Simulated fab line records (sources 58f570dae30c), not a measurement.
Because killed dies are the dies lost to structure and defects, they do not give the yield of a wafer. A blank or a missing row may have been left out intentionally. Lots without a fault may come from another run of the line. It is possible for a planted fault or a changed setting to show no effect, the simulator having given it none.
Which of the tools did it? / flow berkeley cmos170 / 15 lots with 45 wafers sampled at 4 steps, on a route of 331 steps

WHAT THE GAUGES READ, wafer by wafer
UCB170_NWELL_THK_MEAS_02. Usual: NWELL_OXIDE_THK 26.3 nm, standard deviation 0.49.
lot=L325; measured=day 2 00:11; on=film metro-03; NWELL_OXIDE_THK (nm)=26.2 26.7 26.9; flag=
lot=L326; measured=day 2 04:02; on=film metro-04; NWELL_OXIDE_THK (nm)=26.8 26.2 26.8; flag=
lot=L330; measured=day 2 19:50; on=film metro-04; NWELL_OXIDE_THK (nm)=26.1 26.1 26.0; flag=
lot=L331; measured=day 3 01:26; on=film metro-02; NWELL_OXIDE_THK (nm)=26.8 27.2 27.2; flag=
lot=L332; measured=day 3 14:47; on=film metro-03; NWELL_OXIDE_THK (nm)=26.9 27.1 26.9; flag=
lot=L333; measured=day 3 19:58; on=film metro-02; NWELL_OXIDE_THK (nm)=26.2 25.9 26.0; flag=
lot=L334; measured=day 4 01:28; on=film metro-03; NWELL_OXIDE_THK (nm)=27.3 26.9 26.8; flag=
lot=L335; measured=day 4 06:49; on=film metro-02; NWELL_OXIDE_THK (nm)=26.3 26.7 25.9; flag=
lot=L336; measured=day 4 06:53; on=film metro-03; NWELL_OXIDE_THK (nm)=26.3 25.8 26.4; flag=
lot=L337; measured=day 4 09:50; on=film metro-04; NWELL_OXIDE_THK (nm)=26.8 26.7 26.3; flag=
lot=L340; measured=day 5 04:41; on=film metro-04; NWELL_OXIDE_THK (nm)=25.8 25.9 26.4; flag=
lot=L345; measured=day 6 04:46; on=film metro-03; NWELL_OXIDE_THK (nm)=25.9 26.1 26.1; flag=
lot=L346; measured=day 6 11:07; on=film metro-04; NWELL_OXIDE_THK (nm)=25.9 25.5 25.6; flag=
lot=L347; measured=day 6 13:42; on=film metro-04; NWELL_OXIDE_THK (nm)=26.3 26.6 26.9; flag=
lot=L348; measured=day 6 21:26; on=film metro-02; NWELL_OXIDE_THK (nm)=26.1 26.2 26.6; flag=

UCB170_SACOX_THK_MEAS_02. Usual: SACOX_OXIDE_THK 14.40 nm, standard deviation 0.25.
lot=L325; measured=day 5 08:14; on=film metro-01; SACOX_OXIDE_THK (nm)=14.62 14.44 14.40; flag=
lot=L326; measured=day 5 08:14; on=film metro-02; SACOX_OXIDE_THK (nm)=14.18 14.24 14.24; flag=
lot=L330; measured=day 6 01:08; on=film metro-01; SACOX_OXIDE_THK (nm)=14.63 14.78 14.46; flag=
lot=L331; measured=day 6 10:07; on=film metro-04; SACOX_OXIDE_THK (nm)=13.90 14.35 14.03; flag=
lot=L332; measured=day 7 01:02; on=film metro-02; SACOX_OXIDE_THK (nm)=13.92 14.22 14.12; flag=
lot=L333; measured=day 7 01:03; on=film metro-04; SACOX_OXIDE_THK (nm)=14.34 14.36 14.33; flag=
lot=L334; measured=day 7 09:28; on=film metro-04; SACOX_OXIDE_THK (nm)=14.43 14.59 14.68; flag=
lot=L335; measured=day 7 17:37; on=film metro-04; SACOX_OXIDE_THK (nm)=14.42 14.34 14.35; flag=
lot=L336; measured=day 7 17:30; on=film metro-04; SACOX_OXIDE_THK (nm)=14.19 13.96 14.19; flag=
lot=L337; measured=day 7 17:34; on=film metro-04; SACOX_OXIDE_THK (nm)=14.23 14.60 14.64; flag=
lot=L340; measured=day 8 11:25; on=film metro-01; SACOX_OXIDE_THK (nm)=14.76 14.64 14.69; flag=
lot=L345; measured=day 9 14:23; on=film metro-04; SACOX_OXIDE_THK (nm)=13.81 13.83 13.96; flag=
lot=L346; measured=day 10 01:49; on=film metro-01; SACOX_OXIDE_THK (nm)=14.91 14.72 14.60; flag=
lot=L347; measured=day 10 01:49; on=film metro-04; SACOX_OXIDE_THK (nm)=14.17 14.33 14.33; flag=
lot=L348; measured=day 10 12:48; on=film metro-01; SACOX_OXIDE_THK (nm)=14.08 14.40 14.17; flag=

EACH LOT AND THE TOOL THAT RAN IT (in order: tool; ch and the chambers of the sampled wafers; start)
lot=L325; UCB170_ZERO_ETCH_06=rie diel-03 ch 0,2, day 1 21:03; UCB170_PFIELD_EXPOSE_03=krf scanner-02 ch 0, day 4 08:53
lot=L326; UCB170_ZERO_ETCH_06=rie diel-03 ch 1,2, day 1 23:59; UCB170_PFIELD_EXPOSE_03=krf scanner-02 ch 0, day 4 08:31
lot=L330; UCB170_ZERO_ETCH_06=rie diel-01 ch 1,2,3, day 2 18:11; UCB170_PFIELD_EXPOSE_03=krf scanner-02 ch 0, day 5 08:35
lot=L331; UCB170_ZERO_ETCH_06=rie diel-02 ch 0,1,3, day 2 22:01; UCB170_PFIELD_EXPOSE_03=krf scanner-01 ch 0, day 5 15:25
lot=L332; UCB170_ZERO_ETCH_06=rie diel-03 ch 0,1,3, day 3 06:49; UCB170_PFIELD_EXPOSE_03=krf scanner-01 ch 0, day 6 03:43
lot=L333; UCB170_ZERO_ETCH_06=rie diel-01 ch 1,2,3, day 3 15:07; UCB170_PFIELD_EXPOSE_03=krf scanner-02 ch 0, day 6 02:32
lot=L334; UCB170_ZERO_ETCH_06=rie diel-01 ch 0,1,3, day 3 20:43; UCB170_PFIELD_EXPOSE_03=krf scanner-02 ch 0, day 6 11:23
lot=L335; UCB170_ZERO_ETCH_06=rie diel-02 ch 0,1,3, day 4 00:25; UCB170_PFIELD_EXPOSE_03=krf scanner-02, day 6 18:26
lot=L336; UCB170_ZERO_ETCH_06=rie diel-02 ch 1,2,3, day 4 01:59; UCB170_PFIELD_EXPOSE_03=krf scanner-01, day 6 17:59
lot=L337; UCB170_ZERO_ETCH_06=rie diel-02 ch 0,1,2, day 4 06:16; UCB170_PFIELD_EXPOSE_03=krf scanner-01, day 6 18:05
lot=L340; UCB170_ZERO_ETCH_06=rie diel-02 ch 0,2,3, day 5 03:09; UCB170_PFIELD_EXPOSE_03=krf scanner-01 ch 0, day 7 15:44
lot=L345; UCB170_ZERO_ETCH_06=rie diel-03 ch 0,1,3, day 6 00:08; UCB170_PFIELD_EXPOSE_03=krf scanner-02 ch 0, day 8 18:51
lot=L346; UCB170_ZERO_ETCH_06=rie diel-02 ch 0,1,2, day 6 05:50; UCB170_PFIELD_EXPOSE_03=krf scanner-02 ch 0, day 9 01:38
lot=L347; UCB170_ZERO_ETCH_06=rie diel-03 ch 1,2,3, day 6 08:11; UCB170_PFIELD_EXPOSE_03=krf scanner-01 ch 0, day 9 01:23
lot=L348; UCB170_ZERO_ETCH_06=rie diel-02 ch 0,1,2, day 6 14:50; UCB170_PFIELD_EXPOSE_03=krf scanner-02 ch 0, day 9 15:04
- UCB170_ZERO_ETCH_06: etches SiO2 in CHF3/CF4/Ar, time 12 s.
- UCB170_PFIELD_EXPOSE_03: exposes mask PFIELD, target cd 1500 nm.

AS READ BY THE TOOLS THEMSELVES (means over the sampled wafers that have a number; for cases with no such wafer, the mark the record gives instead)
UCB170_ZERO_ETCH_06. Usual: chamber pressure mTorr 100.00 mTorr, standard deviation 0.08; drypump motor current A 5.6 A, standard deviation 0.55; oes product au 0.622 a.u., standard deviation 0.0097; throttle valve pct 9.12 %, standard deviation 0.061.
lot=L325; tool=rie diel-03; chamber pressure mTorr (mTorr)=99.99; drypump motor current A (A)=5.8; oes product au (a.u.)=0.616; throttle valve pct (%)=9.20; flag=
lot=L326; tool=rie diel-03; chamber pressure mTorr (mTorr)=100.03; drypump motor current A (A)=5.4; oes product au (a.u.)=0.626; throttle valve pct (%)=9.17; flag=
lot=L330; tool=rie diel-01; chamber pressure mTorr (mTorr)=100.04; drypump motor current A (A)=5.9; oes product au (a.u.)=0.621; throttle valve pct (%)=9.09; flag=
lot=L331; tool=rie diel-02; chamber pressure mTorr (mTorr)=100.06; drypump motor current A (A)=5.4; oes product au (a.u.)=0.623; throttle valve pct (%)=9.13; flag=
lot=L332; tool=rie diel-03; chamber pressure mTorr (mTorr)=100.02; drypump motor current A (A)=5.8; oes product au (a.u.)=0.617; throttle valve pct (%)=9.11; flag=
lot=L333; tool=rie diel-01; chamber pressure mTorr (mTorr)=99.92; drypump motor current A (A)=5.9; oes product au (a.u.)=0.624; throttle valve pct (%)=9.11; flag=
lot=L334; tool=rie diel-01; chamber pressure mTorr (mTorr)=100.02; drypump motor current A (A)=6.2; oes product au (a.u.)=0.622; throttle valve pct (%)=9.09; flag=
lot=L335; tool=rie diel-02; chamber pressure mTorr (mTorr)=100.05; drypump motor current A (A)=5.4; oes product au (a.u.)=0.620; throttle valve pct (%)=9.14; flag=
lot=L336; tool=rie diel-02; chamber pressure mTorr (mTorr)=99.97; drypump motor current A (A)=5.5; oes product au (a.u.)=0.626; throttle valve pct (%)=9.10; flag=
lot=L337; tool=rie diel-02; chamber pressure mTorr (mTorr)=100.10; drypump motor current A (A)=5.0; oes product au (a.u.)=0.624; throttle valve pct (%)=9.12; flag=
lot=L340; tool=rie diel-02; chamber pressure mTorr (mTorr)=99.99; drypump motor current A (A)=5.4; oes product au (a.u.)=0.616; throttle valve pct (%)=9.10; flag=
lot=L345; tool=rie diel-03; chamber pressure mTorr (mTorr)=100.01; drypump motor current A (A)=5.8; oes product au (a.u.)=0.612; throttle valve pct (%)=9.11; flag=
lot=L346; tool=rie diel-02; chamber pressure mTorr (mTorr)=100.03; drypump motor current A (A)=5.0; oes product au (a.u.)=0.626; throttle valve pct (%)=9.11; flag=
lot=L347; tool=rie diel-03; chamber pressure mTorr (mTorr)=99.97; drypump motor current A (A)=5.7; oes product au (a.u.)=0.623; throttle valve pct (%)=9.09; flag=
lot=L348; tool=rie diel-02; chamber pressure mTorr (mTorr)=99.99; drypump motor current A (A)=5.0; oes product au (a.u.)=0.625; throttle valve pct (%)=9.12; flag=

UCB170_PFIELD_EXPOSE_03. Usual: exposure dose mJ cm2 29.999, standard deviation 0.027; focus offset nm 0.0 nm, standard deviation 0.59; reticle temp C 23.02 C, standard deviation 0.11.
lot=L325; tool=krf scanner-02; exposure dose mJ cm2=30.008; focus offset nm (nm)=-0.5; reticle temp C (C)=22.91; flag=
lot=L326; tool=krf scanner-02; exposure dose mJ cm2=30.004; focus offset nm (nm)=0.2; reticle temp C (C)=22.83; flag=
lot=L330; tool=krf scanner-02; exposure dose mJ cm2=30.028; focus offset nm (nm)=0.8; reticle temp C (C)=23.07; flag=
lot=L331; tool=krf scanner-01; exposure dose mJ cm2=30.002; focus offset nm (nm)=-0.1; reticle temp C (C)=23.03; flag=
lot=L332; tool=krf scanner-01; exposure dose mJ cm2=29.973; focus offset nm (nm)=0.0; reticle temp C (C)=23.05; flag=
lot=L333; tool=krf scanner-02; exposure dose mJ cm2=29.991; focus offset nm (nm)=-0.0; reticle temp C (C)=22.99; flag=
lot=L334; tool=krf scanner-02; exposure dose mJ cm2=30.007; focus offset nm (nm)=0.3; reticle temp C (C)=23.00; flag=
lot=L335; tool=krf scanner-02; exposure dose mJ cm2=-; focus offset nm (nm)=-; reticle temp C (C)=-; flag=OFF
lot=L336; tool=krf scanner-01; exposure dose mJ cm2=-; focus offset nm (nm)=-; reticle temp C (C)=-; flag=OFF
lot=L337; tool=krf scanner-01; exposure dose mJ cm2=-; focus offset nm (nm)=-; reticle temp C (C)=-; flag=OFF
lot=L340; tool=krf scanner-01; exposure dose mJ cm2=30.027; focus offset nm (nm)=0.3; reticle temp C (C)=22.99; flag=
lot=L345; tool=krf scanner-02; exposure dose mJ cm2=30.034; focus offset nm (nm)=0.7; reticle temp C (C)=22.97; flag=
lot=L346; tool=krf scanner-02; exposure dose mJ cm2=30.021; focus offset nm (nm)=0.2; reticle temp C (C)=23.10; flag=
lot=L347; tool=krf scanner-01; exposure dose mJ cm2=29.989; focus offset nm (nm)=0.7; reticle temp C (C)=23.07; flag=
lot=L348; tool=krf scanner-02; exposure dose mJ cm2=29.992; focus offset nm (nm)=-0.2; reticle temp C (C)=22.92; flag=

THE ANSWER, worked out from the rows above alone
Rule: take the mean of a lot's wafers that have a number; if it is more than 3 standard deviations from the usual mean, the lot is off. A lot without any number at a reading at which 4 lots or more have one is off too. All remaining lots with rows at the step are treated as sound. Order of review: gauges by route order, followed by the tools' own readings, for which a lot's mean as printed above is used. At the first step where some lot is off, the reading lying furthest off is the one used; lots without a number count as furthest.
Off at UCB170_PFIELD_EXPOSE_03 (exposure dose mJ cm2): L335, L336, L337. Without a number there: L335, L336, L337.
A tool fits if, at that step or a process step before it, it ran every lot that is off, and no sound lot after the first of them. No candidate that was tried fits.

WHAT THE SIMULATOR HAD PUT IN
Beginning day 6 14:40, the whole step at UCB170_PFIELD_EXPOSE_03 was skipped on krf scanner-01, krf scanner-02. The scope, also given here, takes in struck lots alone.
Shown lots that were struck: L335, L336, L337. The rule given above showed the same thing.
